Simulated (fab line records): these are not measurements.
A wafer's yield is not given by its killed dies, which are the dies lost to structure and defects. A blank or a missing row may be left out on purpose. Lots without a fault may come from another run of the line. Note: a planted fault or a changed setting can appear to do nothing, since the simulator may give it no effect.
What tool caused it?	flow rit-cmos	Sampling: 6 lots, 18 wafers, 2 of 202 route steps

## WHAT EACH GAUGE READ, for each wafer
RIT_ACTIVE_CD_MEAS_11 targets a cd of 1400 nm.
lot	measured	on	cd-nm (nm)
L399	day 2 00:26	cd-sem-02	1398.1 1396.1 1399.1
L402	day 2 15:29	cd-sem-01	1401.8 1400.2 1399.3
L411	day 4 12:35	cd-sem-02	1399.4 1401.1 1400.5
L413	day 4 22:34	cd-sem-01	1404.3 1399.9 1401.7
L415	day 5 08:35	cd-sem-01	1398.0 1397.1 1397.2
L418	day 6 00:24	cd-sem-02	1398.1 1397.8 1398.4

## TOOL THAT RAN EACH LOT (tool first, then ch and the chambers of the sampled wafers, then the start)
lot	RIT_ACTIVE_EXPOSE_08
L399	iline-stepper-02 ch 0, day 2 00:02
L402	iline-stepper-02 ch 0, day 2 15:05
L411	iline-stepper-02 ch 0, day 4 12:11
L413	iline-stepper-01 ch 0, day 4 22:10
L415	iline-stepper-01 ch 0, day 5 08:11
L418	iline-stepper-01 ch 0, day 5 23:55
- RIT_ACTIVE_EXPOSE_08: exposes mask M1, target cd 1400 nm.

## THE ANSWER, worked out from the rows above alone
Rule: usual is defined by the lots themselves. Put in order of their means at a reading, lots are off if they are a third of the lots or fewer, leave a main group of 4 or more, and stand apart from it by a gap of 3 or more times the standard deviation of the main group's means; of several such gaps the widest counts. If all means in a main group match to the digits the tables above print for the reading, that group is not used. A lot without any number at a reading at which 4 lots or more have one is off too. All remaining lots with rows at the step are treated as sound.
None of the lots is off at any reading shown; this tells nothing.

## WHAT THE SIMULATOR HAD PUT IN
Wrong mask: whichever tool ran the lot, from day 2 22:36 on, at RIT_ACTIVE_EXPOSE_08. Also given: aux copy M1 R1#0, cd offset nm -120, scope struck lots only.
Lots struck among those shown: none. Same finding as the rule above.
